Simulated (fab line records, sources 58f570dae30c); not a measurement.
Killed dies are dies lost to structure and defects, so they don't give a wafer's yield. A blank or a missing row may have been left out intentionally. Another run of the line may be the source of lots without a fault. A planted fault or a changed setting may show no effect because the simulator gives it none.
The tool behind it: which one? | flow berkeley cmos170 | 14 lots, 42 wafers sampled, at 1 step of a route of 331

## WHAT EACH GAUGE READ, for each wafer
No reading from a measuring or inspecting step in the record can be judged against a usual standard deviation.

## WHICH TOOL RAN EACH LOT (tool, then ch and the chambers of the sampled wafers, then the start)
lot  | UCB170_ZERO_PEB_04
L984 | litho track-01 ch 0, day 1 21:09
L985 | litho track-01 ch 0, day 2 02:00
L987 | litho track-04 ch 0, day 2 07:48
L989 | litho track-01 ch 0, day 2 23:01
L990 | litho track-04 ch 0, day 3 04:35
L993 | litho track-04 ch 0, day 3 16:53
L995 | litho track-01 ch 0, day 4 03:26
L997 | litho track-04, day 4 15:01
L998 | litho track-04, day 4 19:50
L103 | litho track-01 ch 0, day 5 21:22
L104 | litho track-01 ch 0, day 5 21:00
L105 | litho track-02 ch 0, day 6 03:10
L106 | litho track-04 ch 0, day 6 10:50
L107 | litho track-02 ch 0, day 6 13:32
- UCB170_ZERO_PEB_04

## WHAT THE TOOLS THEMSELVES READ (means of the sampled wafers that have a number; where no wafer has one, the mark that the record gives instead)
UCB170_ZERO_PEB_04.
lot  | tool           | chill plate temp C (C) | exhaust pa (Pa) | heater power total W (W)
L984 | litho track-01 | 23.10                  | 44.4            | 56.82
L985 | litho track-01 | 23.13                  | 44.4            | 56.80
L987 | litho track-04 | 23.02                  | 44.8            | 56.77
L989 | litho track-01 | 22.91                  | 44.6            | 56.78
L990 | litho track-04 | 22.97                  | 44.2            | 56.83
L993 | litho track-04 | 22.97                  | 46.0            | 56.79
L995 | litho track-01 | 23.09                  | 45.3            | 56.80
L997 | litho track-04 | -                      | -               | -
L998 | litho track-04 | -                      | -               | -
L103 | litho track-01 | 23.11                  | 46.5            | 56.80
L104 | litho track-01 | 23.05                  | 45.0            | 56.80
L105 | litho track-02 | 23.08                  | 44.5            | 56.80
L106 | litho track-04 | 22.99                  | 45.6            | 56.80
L107 | litho track-02 | 22.95                  | 44.4            | 56.83

## THE ANSWER, worked out from the rows above alone
Rule: what is usual is taken from the lots themselves. The widest of any qualifying gaps counts: lots, ordered by their means at a reading, are off when they make up no more than a third of the lots, leave a main group of 4 or more, and stand apart from it by 3 or more times the standard deviation of that group's means. A main group is skipped when, at the precision printed for the reading in the tables above, its means are all equal. Also off: a lot with no number at a reading for which 4 or more lots have one. All remaining lots with rows at the step are treated as sound. After the gauges, taken in route order, come the tools' own readings; for these a lot's mean is taken, as printed above. The first step at which some lot is off is used, and at that step the reading that is off furthest; a lot without a number counts as furthest.
Off, at UCB170_ZERO_PEB_04 on chill plate temp C: L997, L998. Without a number there: L997, L998. The main group: mean 23.03 C, standard deviation 0.069.
If a tool, at that step or one of the process steps before it, ran each lot that is off and ran no sound lot following the first of them, it fits. None of those tried fits.

## WHAT HAD BEEN PUT IN BY THE SIMULATOR
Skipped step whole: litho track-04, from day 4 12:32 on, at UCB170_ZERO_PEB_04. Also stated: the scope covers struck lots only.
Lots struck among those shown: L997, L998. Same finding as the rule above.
